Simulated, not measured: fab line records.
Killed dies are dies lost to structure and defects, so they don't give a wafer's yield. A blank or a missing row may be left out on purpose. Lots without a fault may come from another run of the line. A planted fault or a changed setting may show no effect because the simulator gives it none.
Check of tool commonality | flow berkeley_cmos170 | 14 lots, 48 wafers sampled

## WHY IT WAS OPENED
2 of 14 lots carry a flag on the reading PFIELD_TW at UCB170_PFIELD_TW_MEAS_09. Fault-free wafers read 606, with a standard deviation of 4.3.
Rule: a lot is flagged in two cases, either no wafer of it has a number, or all its wafers with numbers fall more than 4 standard deviations from that mean. The other lots count as sound.

lot  | measured    | on            | PFIELD_TW, wafer by wafer | flag
L221 | day 4 22:32 | film_metro-04 | 601 600 603               |
L222 | day 5 06:49 | film_metro-01 | 608 608 607               |
L224 | day 5 21:17 | film_metro-04 | 599 596 599               |
L225 | day 6 05:34 | film_metro-04 | 602 602 607               |
L227 | day 6 07:04 | film_metro-04 | 604 602 602               |
L229 | day 6 12:49 | film_metro-02 | 611 608 611               |
L228 | day 6 13:22 | film_metro-01 | 609 606 607               |
L231 | day 7 00:37 | film_metro-02 | 606 606 610               |
L230 | day 7 00:53 | film_metro-01 | 609 609 610               |
L232 | day 7 15:28 | film_metro-01 | 612 611 609               |
L234 | day 8 00:04 | film_metro-04 | 600 605 603               |
L235 | day 8 09:44 | film_metro-04 | 602 602 601               |
L241 | day 9 05:25 | film_metro-02 | 662 665 665 667 658 663   | FLAGGED
L244 | day 9 23:41 | film_metro-01 | 661 664 658 660 662 662   | FLAGGED
The numbers of the flagged lots are 662 on average: +56 against the usual, or +13 standard deviations.

## WHICH TOOL RAN EACH LOT
The record holds 1 process step before the reading, out of a route of 331 steps. Each cell gives the tool, then ch followed by the chambers the sampled wafers passed through, then the start.
lot  | flag    | UCB170_PFIELD_IMPLANT_07
L221 |         | implanter-01 ch 0, day 4 22:18
L222 |         | implanter-03 ch 0, day 5 06:34
L224 |         | implanter-04 ch 0, day 5 21:02
L225 |         | implanter-04 ch 0, day 6 05:21
L227 |         | implanter-01 ch 0, day 6 06:49
L229 |         | implanter-04 ch 0, day 6 12:34
L228 |         | implanter-01 ch 0, day 6 13:08
L231 |         | implanter-03 ch 0, day 7 00:22
L230 |         | implanter-01 ch 0, day 7 00:39
L232 |         | implanter-03 ch 0, day 7 15:15
L234 |         | implanter-01 ch 0, day 7 23:49
L235 |         | implanter-01 ch 0, day 8 09:31
L241 | FLAGGED | implanter-01 ch 0, day 9 05:10
L244 | FLAGGED | implanter-01 ch 0, day 9 23:26
What is done by these steps:
- UCB170_PFIELD_IMPLANT_07
- UCB170_PFIELD_TW_MEAS_09

## FLAGGED AGAINST TOTAL, ONE TOOL AT A TIME (gauges that did the reading follow at the end)
step                     | tool          | lots run | flagged | share of the flagged lots | sound lots run after its first flagged lot
UCB170_PFIELD_IMPLANT_07 | implanter-01  | 8        | 2       | all                       | 0
UCB170_PFIELD_IMPLANT_07 | implanter-03  | 3        | 0       | none                      | -
UCB170_PFIELD_IMPLANT_07 | implanter-04  | 3        | 0       | none                      | -
UCB170_PFIELD_TW_MEAS_09 | film_metro-01 | 5        | 1       | some                      | 0
UCB170_PFIELD_TW_MEAS_09 | film_metro-02 | 3        | 1       | some                      | 0
UCB170_PFIELD_TW_MEAS_09 | film_metro-04 | 6        | 0       | none                      | -

## THE TABLE: WHAT IT ALLOWS
In the table, 1 row covers all flagged lots: implanter-01 at UCB170_PFIELD_IMPLANT_07.
- implanter-01 at UCB170_PFIELD_IMPLANT_07: 2 of its 8 lots flagged. Its last sound lot is L235 (day 8 09:31), its first flagged lot L241 (day 9 05:10): a fault that began between those two fits. Its own readings lie more than 4 standard deviations out on every wafer of the flagged lots: dose_ions_cm2, faraday_current_uA.
Left over: one tool, implanter-01 at UCB170_PFIELD_IMPLANT_07.

## WHAT THE SIMULATOR HAD PUT IN
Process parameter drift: implanter-01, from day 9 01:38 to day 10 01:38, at UCB170_PFIELD_IMPLANT_07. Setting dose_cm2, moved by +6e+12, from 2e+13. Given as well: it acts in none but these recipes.
Struck lots among those shown: L241, L244. The same result came from the rule above.
